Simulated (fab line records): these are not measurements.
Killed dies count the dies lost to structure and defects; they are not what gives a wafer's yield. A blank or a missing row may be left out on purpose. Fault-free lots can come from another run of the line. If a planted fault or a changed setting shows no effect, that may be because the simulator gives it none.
Chamber matching	flow berkeley-cmos170	UCB170_V1_CMP_02 on cmp-01: 4 sister chambers
The step polishes SiO2. 4 wafers are shown with their chamber, then 11 later ones without.

WAFERS WITH THEIR CHAMBER
wafer	chamber	motor-current-A (A)
L472.2	2	19.2
L472.4	3	16.4
L472.6	1	13.3
L473.2	0	17.0

WAFERS WITH NO CHAMBER GIVEN
wafer	motor-current-A (A)
L473.3	15.2
L473.4	12.8
L478.2	16.4
L478.3	16.0
L478.4	18.3
L479.2	15.9
L479.3	15.8
L479.6	12.8
L482.1	14.8
L482.4	18.8
L482.6	13.5

THE CHAMBER EACH PASSED THROUGH
wafer	from the rows above	in truth
L473.3	can't be placed: 3 or 0 or 1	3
L473.4	1	1
L478.2	can't be placed: 3 or 0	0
L478.3	can't be placed: 3 or 0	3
L478.4	can't be placed: 2 or 0 or 3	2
L479.2	can't be placed: 3 or 0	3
L479.3	can't be placed: 3 or 0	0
L479.6	1	1
L482.1	can't be placed: 1 or 3 or 0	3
L482.4	can't be placed: 2 or 0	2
L482.6	1	1
Placed correctly: 3 of 11. These rows do not allow placing 8 (true chamber among the candidates in 8). Number placed wrongly: 0.
How it was worked out, from the rows above alone: a wafer's distance from a chamber is the root of the sum, over the readings, of the square of ((its reading less the chamber's mean) divided by the reading's scatter). If the next closest chamber is less than 2 further off than the closest, the wafer can't be placed; otherwise it belongs to the closest. A chamber's mean is the mean of its shown wafers. The scatter: root of mean squared gap, hidden wafer to nearest shown wafer, with one shown wafer a chamber.
